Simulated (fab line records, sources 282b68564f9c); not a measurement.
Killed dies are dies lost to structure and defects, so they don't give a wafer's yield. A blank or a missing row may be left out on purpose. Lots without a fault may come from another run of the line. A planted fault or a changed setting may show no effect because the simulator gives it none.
Which tool did it? | flow rit_cmos | 7 lots, 21 wafers sampled, at 1 step of a route of 202

WHAT THE GAUGES READ, wafer by wafer
RIT_GATE_CD_MEAS_16: target cd 150 nm.
lot  | measured    | on        | cd_nm (nm)
L935 | day 3 12:47 | cd_sem-01 | 149 151 150
L939 | day 4 02:26 | cd_sem-02 | 154 155 153
L941 | day 4 15:58 | cd_sem-01 | 149 152 149
L947 | day 5 16:19 | cd_sem-01 | 147 149 148
L949 | day 6 07:26 | cd_sem-02 | 151 150 153
L952 | day 6 20:19 | cd_sem-01 | 147 148 149
L956 | day 7 17:20 | cd_sem-01 | 149 145 147

WHICH TOOL RAN EACH LOT (tool, then ch and the chambers of the sampled wafers, then the start)
The record holds no process step before these readings.

THE ANSWER, worked out from the rows above alone
Rule: what is usual is taken from the lots themselves. Put in order of their means at a reading, lots are off if they are a third of the lots or fewer, leave a main group of 4 or more, and stand apart from it by a gap of 3 or more times the standard deviation of the main group's means; of several such gaps the widest counts. A main group whose means are all the same, to the digits that the tables above print for the reading, isn't used. A lot without any number at a reading at which 4 lots or more have one is off too. The other lots that the step has rows for count as sound.
No lot is off at any reading shown: from this, nothing can be told.

WHAT THE SIMULATOR HAD PUT IN
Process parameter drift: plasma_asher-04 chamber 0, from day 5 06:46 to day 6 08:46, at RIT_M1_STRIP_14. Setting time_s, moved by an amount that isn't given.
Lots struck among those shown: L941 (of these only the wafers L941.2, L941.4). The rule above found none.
